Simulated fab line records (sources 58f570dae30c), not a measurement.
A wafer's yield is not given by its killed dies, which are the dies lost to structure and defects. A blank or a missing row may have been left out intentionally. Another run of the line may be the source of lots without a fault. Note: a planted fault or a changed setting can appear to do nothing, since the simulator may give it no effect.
Which tool did it? ; flow berkeleyCmos170 ; 13 lots with 38 wafers sampled at 6 steps, on a route of 331 steps

== WHAT EACH GAUGE READ, for each wafer ==
UCB170_CONTACT_OVL_MEAS_16.
lot;measured;on;CONTACT_OVL (nm)
L228;day 7 19:35;overlay-02;3 2 -3
L230;day 8 08:41;overlay-02;2 1 -4
L229;day 8 08:48;overlay-02;2 6 3
L237;day 10 03:11;overlay-01;3 -2
L240;day 10 03:28;overlay-01;-3 -5 -12
L239;day 10 03:44;overlay-01;6 12 6
L243;day 11 05:26;overlay-01;-18 -3 -9
L242;day 11 07:05;overlay-01;11 14 6
L246;day 11 18:32;overlay-02;-3 -11 -8
L244;day 11 19:35;overlay-02;-4 -1 -1
L250;day 12 18:23;overlay-01;-4 6 -3
L251;day 12 18:32;overlay-02;0 -2 5
L249;day 12 20:17;overlay-02;5 6 4

UCB170_V1_CD_MEAS_12: target cd 700 nm.
lot;measured;on;cdNm (nm)
L228;day 8 06:49;cdSem-01;697.8 698.1 699.3
L230;day 8 15:25;cdSem-01;698.3 698.1 698.7
L229;day 8 15:36;cdSem-01;697.7 697.9 698.5
L237;day 10 11:14;cdSem-02;702.8 703.0
L240;day 10 11:16;cdSem-01;699.1 699.0 699.7
L239;day 10 11:46;cdSem-01;699.1 700.4 702.4
L243;day 11 10:48;cdSem-01;700.6 702.2 702.4
L242;day 11 14:35;cdSem-01;700.1 700.1 701.3
L246;day 12 01:26;cdSem-02;701.0 702.2 701.8
L244;day 12 01:30;cdSem-01;701.0 700.4 700.7
L250;day 12 23:57;cdSem-01;697.6 697.6 699.1
L251;day 13 01:24;cdSem-02;701.3 700.3 699.2
L249;day 13 03:53;cdSem-02;699.4 698.5 700.1

UCB170_M2_CD_MEAS_90: target cd 700 nm.
lot;measured;on;cdNm (nm)
L228;day 8 10:03;cdSem-02;701 690 701
L230;day 8 18:29;cdSem-01;699 691 691
L229;day 8 18:43;cdSem-02;702 704 702
L237;day 10 14:46;cdSem-02;686 674
L240;day 10 15:03;cdSem-01;699 703 698
L239;day 10 15:49;cdSem-02;683 669 671
L243;day 11 13:52;cdSem-01;700 700 708
L242;day 11 17:39;cdSem-01;696 694 701
L246;day 12 04:55;cdSem-02;701 709 698
L244;day 12 05:09;cdSem-01;697 704 695
L250;day 13 03:41;cdSem-01;703 696 704
L251;day 13 05:29;cdSem-01;699 704 700
L249;day 13 08:23;cdSem-02;704 704 704

UCB170_M3_CD_MEAS_15: target cd 700 nm.
lot;measured;on;cdNm (nm)
L228;day 8 15:02;cdSem-02;698.9 701.0 699.4
L230;day 8 23:10;cdSem-01;700.0 700.2 700.7
L229;day 8 23:22;cdSem-02;703.9 702.2 702.6
L237;day 10 20:52;cdSem-01;701.0 701.6
L240;day 10 20:56;cdSem-02;700.2 699.7 699.4
L239;day 10 21:34;cdSem-01;700.2 700.0 701.6
L243;day 11 18:22;cdSem-01;700.3 700.2 699.3
L242;day 11 22:16;cdSem-01;697.6 699.0 697.8
L246;day 12 09:47;cdSem-01;702.0 700.2 700.3
L244;day 12 09:55;cdSem-02;700.4 699.3 700.5
L250;day 13 09:41;cdSem-02;701.9 701.8 701.2
L251;day 13 10:57;cdSem-02;701.2 699.8 701.7
L249;day 13 13:47;cdSem-02;699.9 699.7 698.4

== WHAT TOOL EACH LOT RAN ON (gives the tool, then ch and the chambers of the sampled wafers, and finally the start) ==
lot;UCB170_M2_METAL_ETCH_18;UCB170_M2_STRIP_19
L228;rieMetal-01 ch 0,1, day 8 09:47;plasmaAsher-03 ch 0,1, day 8 09:56
L230;rieMetal-01 ch 0,1, day 8 18:12;plasmaAsher-03 ch 0,1, day 8 18:23
L229;rieMetal-02 ch 0,1, day 8 18:26;plasmaAsher-01 ch 0,1, day 8 18:37
L237;rieMetal-01 ch 0,1, day 10 14:25;plasmaAsher-04 ch 0, day 10 14:34
L240;rieMetal-02 ch 0,1, day 10 14:46;plasmaAsher-04 ch 1, day 10 14:57
L239;rieMetal-01 ch 0,1, day 10 15:33;plasmaAsher-04 ch 0,1, day 10 15:43
L243;rieMetal-02 ch 0,1, day 11 13:35;plasmaAsher-04 ch 0,1, day 11 13:44
L242;rieMetal-03 ch 0,1, day 11 17:23;plasmaAsher-03 ch 0,1, day 11 17:32
L246;rieMetal-02 ch 0,1, day 12 04:37;plasmaAsher-03 ch 0,1, day 12 04:49
L244;rieMetal-03 ch 0,1, day 12 04:52;plasmaAsher-01 ch 0,1, day 12 05:03
L250;rieMetal-02 ch 0,1, day 13 03:22;plasmaAsher-04 ch 0,1, day 13 03:34
L251;rieMetal-03 ch 1, day 13 05:13;plasmaAsher-01 ch 0,1, day 13 05:23
L249;rieMetal-02 ch 0, day 13 08:05;plasmaAsher-03 ch 0, day 13 08:17
- UCB170_M2_METAL_ETCH_18: etches Al in Cl2/BCl3, stops on SiO2, target depth 1170 nm, time 195 s.
- UCB170_M2_STRIP_19: strips in O2.

== AS READ BY THE TOOLS THEMSELVES (means over the sampled wafers that have a number; for cases with no such wafer, the mark the record gives instead) ==
UCB170_M2_METAL_ETCH_18.
lot;tool;drypumpMotorCurrentA (A);oesProductAu (a.u.);rfFwdPowerW (W);throttleValvePct (%)
L228;rieMetal-01;5.6;0.831;597.1;24.36
L230;rieMetal-01;5.4;0.829;600.4;24.41
L229;rieMetal-02;6.0;0.872;598.8;24.33
L237;rieMetal-01;5.5;0.829;838.5;24.38
L240;rieMetal-02;6.0;0.861;600.3;24.43
L239;rieMetal-01;5.4;0.838;836.9;24.40
L243;rieMetal-02;6.0;0.866;599.9;24.36
L242;rieMetal-03;5.6;0.855;598.4;24.39
L246;rieMetal-02;6.0;0.866;595.5;24.38
L244;rieMetal-03;5.6;0.853;597.5;24.40
L250;rieMetal-02;5.9;0.854;597.9;24.52
L251;rieMetal-03;4.7;0.864;600.5;24.40
L249;rieMetal-02;6.0;0.842;599.5;24.68

UCB170_M2_STRIP_19.
lot;tool;drypumpMotorCurrentA (A);oesProductAu (a.u.)
L228;plasmaAsher-03;5.5;0.533
L230;plasmaAsher-03;5.5;0.522
L229;plasmaAsher-01;5.3;0.525
L237;plasmaAsher-04;6.5;0.314
L240;plasmaAsher-04;6.7;0.525
L239;plasmaAsher-04;6.6;0.315
L243;plasmaAsher-04;6.7;0.529
L242;plasmaAsher-03;5.4;0.552
L246;plasmaAsher-03;5.4;0.522
L244;plasmaAsher-01;5.2;0.555
L250;plasmaAsher-04;6.6;0.522
L251;plasmaAsher-01;5.2;0.572
L249;plasmaAsher-03;5.4;0.540

== THE ANSWER, worked out from the rows above alone ==
Rule: usual is defined by the lots themselves. The widest of any qualifying gaps counts: lots, ordered by their means at a reading, are off when they make up no more than a third of the lots, leave a main group of 4 or more, and stand apart from it by 3 or more times the standard deviation of that group's means. Not used: any main group whose means are identical at the precision the tables above print for the reading. Also off: a lot with no number at a reading for which 4 or more lots have one. All remaining lots with rows at the step are treated as sound. After the gauges, taken in route order, come the tools' own readings; for these a lot's mean is taken, as printed above. At the first step where some lot is off, the reading lying furthest off is the one used; lots without a number count as furthest.
Off, at UCB170_M2_CD_MEAS_90 on cdNm: L237, L239. Mean 700 nm and standard deviation 3 in the main group.
A tool fits if, at a process step before that reading, it ran every lot that is off, and no sound lot after the first of them. Not tried: the gauges at UCB170_M2_CD_MEAS_90; whatever is off there is also off at UCB170_M2_METAL_ETCH_18, on other tools, and gauge error can't account for it. One candidate fits, namely rieMetal-01 at UCB170_M2_METAL_ETCH_18. Its last sound lot is L230 (day 8 18:12), its first lot that is off L237 (day 10 14:25): a fault that began between those two fits.
On the lots that are off, the tool's own readings at UCB170_M2_METAL_ETCH_18 differ by more than 5 times the standard deviation of the sound lots' means, which bears it out; rfFwdPowerW reads 837.7 W there versus 598.7 W on the sound lots.

== WHAT THE SIMULATOR PUT IN ==
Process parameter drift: rieMetal-01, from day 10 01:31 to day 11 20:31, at UCB170_M2_METAL_ETCH_18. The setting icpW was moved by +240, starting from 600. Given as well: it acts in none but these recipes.
Struck lots among those shown: L237, L239. The same result came from the rule above.
